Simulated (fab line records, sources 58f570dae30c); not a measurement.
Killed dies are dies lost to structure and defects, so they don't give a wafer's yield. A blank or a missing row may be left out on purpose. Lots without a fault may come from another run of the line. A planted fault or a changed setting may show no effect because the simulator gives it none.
Problem report in the 8D (eight disciplines) form, filled by code | flow berkeley_cmos170 | the parts of the form that need people (team, actions taken, sign-off) are left out

1. THE PROBLEM
NWELL_NITRIDE_THK at UCB170_NWELL_THK_MEAS_05 reads a mean of 308.5 nm on 6 wafers of 2 lots; wafers without a fault read 224.6 nm with a standard deviation of 2.3. That is +36 standard deviations from the usual mean.
First seen on wafer L835.4, day 4 00:27, on film_metro-02. The record holds 42 wafers of 14 lots with a number at this step. Rule for "out", or "out of limits": more than 4 standard deviations from the usual mean. The other wafers with a number count as sound.

2. WHAT IT IS AND WHAT IT IS NOT
question                    | is                           | is not
which readings at this step | NWELL_NITRIDE_THK            | -
which lots                  | L835, L839                   | L826, L827, L828, L829, L830, L833, L836, L841, L843, L846, L847, L849
which wafers of those lots  | all that have a number       | -
read on which gauges        | film_metro-01, film_metro-02 | film_metro-04
when                        | from day 4 00:27             | up to then (18 sound wafers); but 18 sound wafers of L836, L841, L843, L846, L847, L849 came after

3. SUSPECTS, AND WHAT RULES EACH OUT
Counting: a tool at a process step up to the reading stays a suspect if it ran every lot that is out and no sound lot after the first of them.
- the gauge at UCB170_NWELL_THK_MEAS_05: ruled out. The wafers that are out were read on 2 gauges (film_metro-01, film_metro-02).
- lpcvd-02 at UCB170_NWELL_CVD_04 (deposits Si3N4 from SiH2Cl2/NH3, target thk 224 nm, time 3360 s): ruled out as a lasting fault. Sound lots L849 ran on it after its first lot that is out, L835 (day 3 22:28).
Left after counting: nothing in the record.

4. THE CAUSE (what the simulator had put in)
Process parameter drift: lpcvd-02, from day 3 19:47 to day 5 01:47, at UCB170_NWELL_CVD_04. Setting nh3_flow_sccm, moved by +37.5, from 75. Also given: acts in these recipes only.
Counting ruled it out, wrongly: the rule takes a fault to strike every lot that its tool runs from its start on, and this one did not.

5. THE CHAIN OF EFFECTS, in route order
Each row: a reading whose mean over the struck wafers that have a number lies more than 3 standard deviations from the usual. Only readings for which the record gives a usual standard deviation are gone through. hours: the time from each lot's start at the first step in this table that gives one to its start at this step, as a median over the lots. sigmas: the change in usual standard deviations.
hours | step                     | reading           | usual      | on struck wafers | change | sigmas
0     | UCB170_NWELL_CVD_04      | nh3_flow_sccm     | 75.05 sccm | 112.60           | +37.55 | +99 or more
2     | UCB170_NWELL_THK_MEAS_05 | NWELL_NITRIDE_THK | 224.6 nm   | 308.5            | +83.9  | +36
6     | UCB170_NWELL_ETCH_13     | oes_product_au    | 0.947 a.u. | 0.999            | +0.052 | +4.0
The process steps in it:
- UCB170_NWELL_CVD_04: deposits Si3N4 from SiH2Cl2/NH3, target thk 224 nm, time 3360 s.
- UCB170_NWELL_ETCH_13: etches Si3N4 in CH3F/Ar/O2, stops on SiO2, target depth 246.4 nm, time 154 s.

6. WHAT WOULD HAVE CAUGHT IT SOONER
In this record the first reading out of limits at a measuring or inspecting step was taken at day 4 00:27, 5 hours after the fault began at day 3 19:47.
The tool's own readings at UCB170_NWELL_CVD_04 were out on every struck wafer that the step has a row for (nh3_flow_sccm): an alarm limit on them would have fired on the first of those.
